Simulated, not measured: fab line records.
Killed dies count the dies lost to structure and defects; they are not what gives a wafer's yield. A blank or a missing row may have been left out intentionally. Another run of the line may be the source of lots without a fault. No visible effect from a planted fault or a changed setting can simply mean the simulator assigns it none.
fab line records	flow berkeley_cmos170
[record] lots = 5	wafers = 23
route steps=331 shown V2@306 M3@322
start_h: start of the lot's first displayed wafer, in hours after the record's first day	wait_h: time in hours since the lot's previous step	" unchanged from the row above	L1.1+2: one row covering several wafers at once	- no value, or no start given	* or withheld: withheld	< > ~ a bound
route shown NAME@n: NAME is a module with steps in the file, n the number in the route of the first one	usual: mean/standard deviation taken from wafers without a fault	same: alike in all rows	chamber/n: place in a boat	sites: per-site readings	_std_site: the standard deviation of these	_edge_site: inner sites' mean taken away from outer sites' mean	radius_mm: how far each site lies from the wafer's centre	mask NAME#n: copy n	behind: the tool/chamber that last shaped the wafer	hold: why the lot was held/for how many hours/how that ended	device: names the non-switching transistor (n, p or np)	end of line: tests run on the same wafers once the route is complete	for a step that has no rows: nothing shown but its recipe	killed: count of dies lost to structure and defects at first sort (not the wafer's yield)	map: the dies of a wafer, with x for killed, . for not killed, _ for no die there
set.NAME: the setting the step ran with; set.NAME@STEP: the setting that earlier step ran with	model.NAME: the simulator's own value behind a step, which no gauge read
lots run with intentionally changed settings; tables by step, rows by wafer
[[steps]]
[step UCB170_V2_ETCH_14]
[recipe] chemistry = CHF3/CF4/Ar	target = SiO2	stop_on = Al	CHF3_flow_sccm = 45	cf4_flow_sccm = 15	Ar_flow_sccm = 150	pressure_mtorr = 200	rf_w = 700	target_depth_a = 12500	over_etch_frac = 0.25	time_s = 291
lot.wafer	tool	chamber	start_h	wait_h	set.time_s	model.KrF_of_V2_COAT_07.thk_nm
L075.1	rie_diel-04	3	208.82	0.0	291	601.8
L075.3	"	0	"	"	291	612.8
L075.4	"	1	"	"	291	604.8
L075.5	"	2	"	"	291	610.9
L075.6	"	1	"	"	291	608.6
L078.4	rie_diel-04	0	221.49	0.0	291	612.6
L078.5	"	3	"	"	291	606.5
L078.6	"	2	"	"	291	616.1
L079.1	rie_diel-01	2	224.23	0.0	291	618.9
L079.3	"	3	"	"	325.2	588.2
L079.4	"	0	"	"	291	606.2
L079.5	"	1	"	"	325.2	579.6
L079.6	"	0	"	"	325.2	571.2
L080.1	rie_diel-04	1	240.61	0.0	291	613
L080.2	"	0	"	"	291	616.1
L080.3	"	3	"	"	291	611.8
L080.4	"	2	"	"	291	620.5
L080.6	"	3	"	"	291	612.8
L083.1	rie_diel-04	2	254.16	0.0	258.8	644.1
L083.2	"	3	"	"	291	610.8
L083.3	"	0	"	"	258.8	645.8
L083.4	"	1	"	"	291	608.9
L083.5	"	2	"	"	258.8	644.6
[step UCB170_V2_STRIP_15]
[recipe] chemistry = O2	power_w = 400	pressure_mtorr = 3500	platen_temp_c = withheld	o2_flow_sccm = 400	overash_fraction = 0.5
[usual] strip_time_to_endpoint_s = 15.38/0.1
lot.wafer	tool	chamber	start_h	wait_h	set.time_s@V2_ETCH_14	strip_time_to_endpoint_s
L075.1	plasma_asher-03	1	209.00	0.1	291	15.11
L075.3	"	1	"	"	291	15.38
L075.4	"	0	"	"	291	15.20
L075.5	"	1	"	"	291	15.35
L075.6	"	0	"	"	291	15.28
L078.4	plasma_asher-02	0	221.70	0.1	291	15.37
L078.5	"	1	"	"	291	15.24
L078.6	"	0	"	"	291	15.47
L079.1	plasma_asher-03	1	224.41	0.1	291	15.52
L079.3	"	1	"	"	325.2	14.78
L079.4	"	0	"	"	291	15.22
L079.5	"	0	"	"	325.2	14.58
L079.6	"	1	"	"	325.2	14.41
L080.1	plasma_asher-04	0	240.79	0.1	291	15.38
L080.2	"	1	"	"	291	15.46
L080.3	"	1	"	"	291	15.34
L080.4	"	0	"	"	291	15.56
L080.6	"	0	"	"	291	15.38
L083.1	plasma_asher-02	0	254.33	0.1	258.8	16.04
L083.2	"	1	"	"	291	15.33
L083.3	"	0	"	"	258.8	16.10
L083.4	"	1	"	"	291	15.28
L083.5	"	0	"	"	258.8	16.05
[step UCB170_M3_PEB_13]
[recipe] peb_temp_c = 130	peb_time_s = withheld	resist = KrF
lot.wafer	tool	chamber	start_h	wait_h	set.peb_temp_c
L075.1+3+6	litho_track-01	0	210.88	0.1	127.4
L075.4+5	"	0	"	"	130
L078.4+5+6	litho_track-04	0	224.29	0.1	130
L079.1+6	litho_track-04	0	227.39	0.5	130
L079.3+4+5	"	0	"	"	133.2
L080.1+2+3+4+6	litho_track-01	0	244.55	0.3	130
L083.1+2	litho_track-02	0	257.06	0.5	130
L083.3+4+5	"	0	"	"	128
[step UCB170_M3_DEVELOP_14]
[recipe] developer = TMAH	develop_time_s = 45	resist = KrF	dev_temp_c = 21
[step UCB170_M3_CD_MEAS_15]
[recipe] target_cd_nm = 700
[usual] cd_nm = 700.7/1.6
lot.wafer	tool	chamber	start_h	wait_h	set.peb_temp_c@M3_PEB_13	cd_nm
L075.1	cd_sem-02	-	211.15	-	127.4	720.5
L075.3	"	-	"	"	127.4	721.1
L075.4	"	-	"	"	130	703.3
L075.5	"	-	"	"	130	702.2
L075.6	"	-	"	"	127.4	719.8
L078.4	cd_sem-02	-	224.55	-	130	699.9
L078.5	"	-	"	"	130	700.8
L078.6	"	-	"	"	130	701.1
L079.1	cd_sem-02	-	227.67	-	130	702.4
L079.3	"	-	"	"	133.2	684.2
L079.4	"	-	"	"	133.2	684.5
L079.5	"	-	"	"	133.2	682.5
L079.6	"	-	"	"	130	703.3
L080.1	cd_sem-02	-	244.83	-	130	699.1
L080.2	"	-	"	"	130	700.4
L080.3	"	-	"	"	130	700.7
L080.4	"	-	"	"	130	700.3
L080.6	"	-	"	"	130	699.9
L083.1	cd_sem-01	-	257.34	-	130	697.6
L083.2	"	-	"	"	130	697.5
L083.3	"	-	"	"	128	712.5
L083.4	"	-	"	"	128	713.0
L083.5	"	-	"	"	128	711.0
[step UCB170_M3_ETCH_17]
[recipe] chemistry = N2/H2	target_depth_a = withheld	overetch_a = withheld	target = BARC	time_s = withheld	source_w = 500	bias_w = 100	pressure_mtorr = 30	n2_flow_sccm = 100	h2_flow_sccm = 200
lot.wafer	tool	chamber	start_h	wait_h	set.peb_temp_c@M3_PEB_13	model.M3.cd_nm
L075.1	rie_diel-03	0	211.31	0.0	127.4	720.5
L075.3	"	3	"	"	127.4	721.6
L075.4	"	1	"	"	130	703.4
L075.5	"	2	"	"	130	703.3
L075.6	"	3	"	"	127.4	719.9
L078.4+5	rie_diel-03	2,3	224.65	0.0	130	700.9
L078.6	"	2	"	"	130	702.1
L079.1	rie_diel-03	3	227.82	0.0	130	703.1
L079.3	"	0	"	"	133.2	685.2
L079.4	"	2	"	"	133.2	685
L079.5	"	0	"	"	133.2	683
L079.6	"	3	"	"	130	703.4
L080.1	rie_diel-02	0	244.99	0.0	130	698.9
L080.2	"	3	"	"	130	699.5
L080.3	"	0	"	"	130	700.3
L080.4	"	3	"	"	130	699.4
L080.6	"	3	"	"	130	698.5
L083.1+2	rie_diel-02	0,3	257.49	0.0	130	696.8
L083.3	"	2	"	"	128	712.5
L083.4	"	2	"	"	128	712.7
L083.5	"	3	"	"	128	710.2
[step UCB170_M3_METAL_ETCH_18]
[recipe] chemistry = Cl2/BCl3	target = Al	stop_on = SiO2	pressure_mtorr = 12	target_depth_a = 11700	over_etch_frac = 0.3	time_s = 195	icp_w = 600	bias_w = 120	Cl2_flow_sccm = 90	bcl3_flow_sccm = 45
lot.wafer	tool	chamber	start_h	wait_h	set.peb_temp_c@M3_PEB_13	model.M3.cd_nm
L075.1	rie_metal-02	1	211.35	-	127.4	719.1
L075.3	"	0	"	"	127.4	726.2
L075.4	"	1	"	"	130	701.3
L075.5	"	1	"	"	130	702
L075.6	"	0	"	"	127.4	724.2
L078.4	rie_metal-04	0	224.75	-	130	705.1
L078.5	"	1	"	"	130	701.3
L078.6	"	0	"	"	130	705.9
L079.1	rie_metal-04	0	227.87	-	130	705.2
L079.3	"	1	"	"	133.2	687.5
L079.4	"	0	"	"	133.2	689.5
L079.5	"	0	"	"	133.2	686.1
L079.6	"	1	"	"	130	708
L080.1	rie_metal-01	0	245.05	-	130	696.9
L080.2	"	1	"	"	130	698.1
L080.3	"	1	"	"	130	696.7
L080.4	"	0	"	"	130	698
L080.6	"	0	"	"	130	699
L083.1	rie_metal-02	0	257.53	-	130	699.1
L083.2	"	1	"	"	130	696.6
L083.3	"	0	"	"	128	717
L083.4	"	1	"	"	128	709.9
L083.5	"	0	"	"	128	713.3
[step UCB170_M3_STRIP_19]
[recipe] chemistry = O2	power_w = 400	pressure_mtorr = 3500	platen_temp_c = withheld	o2_flow_sccm = 400	overash_fraction = 0.5
[step UCB170_M3_CD_MEAS_90]
[recipe] target_cd_nm = 700
[usual] cd_nm = 701/3.8
lot.wafer	tool	chamber	start_h	wait_h	set.peb_temp_c@M3_PEB_13	cd_nm
L075.1	cd_sem-01	-	211.64	0.1	127.4	719
L075.3	"	-	"	"	127.4	726
L075.4	"	-	"	"	130	701
L075.5	"	-	"	"	130	702
L075.6	"	-	"	"	127.4	724
L078.4	cd_sem-01	-	225.04	0.1	130	705
L078.5	"	-	"	"	130	701
L078.6	"	-	"	"	130	705
L079.1	cd_sem-02	-	228.15	0.1	130	705
L079.3	"	-	"	"	133.2	687
L079.4	"	-	"	"	133.2	690
L079.5	"	-	"	"	133.2	687
L079.6	"	-	"	"	130	708
L080.1	cd_sem-02	-	245.34	0.1	130	697
L080.2	"	-	"	"	130	698
L080.3	"	-	"	"	130	697
L080.4	"	-	"	"	130	698
L080.6	"	-	"	"	130	699
L083.1	cd_sem-02	-	257.82	0.1	130	699
L083.2	"	-	"	"	130	697
L083.3	"	-	"	"	128	717
L083.4	"	-	"	"	128	710
L083.5	"	-	"	"	128	713
[[key]]
[split] step = UCB170_V2_ETCH_14	setting = time_s	stated = 291	by = wafer
[response] step = UCB170_V2_ETCH_14	reading = model.KrF_of_V2_COAT_07.thk_nm	change = -2.97	per = 1%	r = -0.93
[response] step = UCB170_V2_STRIP_15	reading = strip_time_to_endpoint_s	change = *	per = 1%	r = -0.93
[split] step = UCB170_M3_PEB_13	setting = peb_temp_c	stated = 130	by = wafer
[response] step = UCB170_M3_CD_MEAS_15	reading = cd_nm	change = -8.45	per = 1%	r = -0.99
[response] step = UCB170_M3_ETCH_17	reading = model.M3.cd_nm	change = -8.38	per = 1%	r = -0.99
[response] step = UCB170_M3_METAL_ETCH_18	reading = model.M3.cd_nm	change = -9.14	per = 1%	r = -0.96
[response] step = UCB170_M3_CD_MEAS_90	reading = cd_nm	change = -9.16	per = 1%	r = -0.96
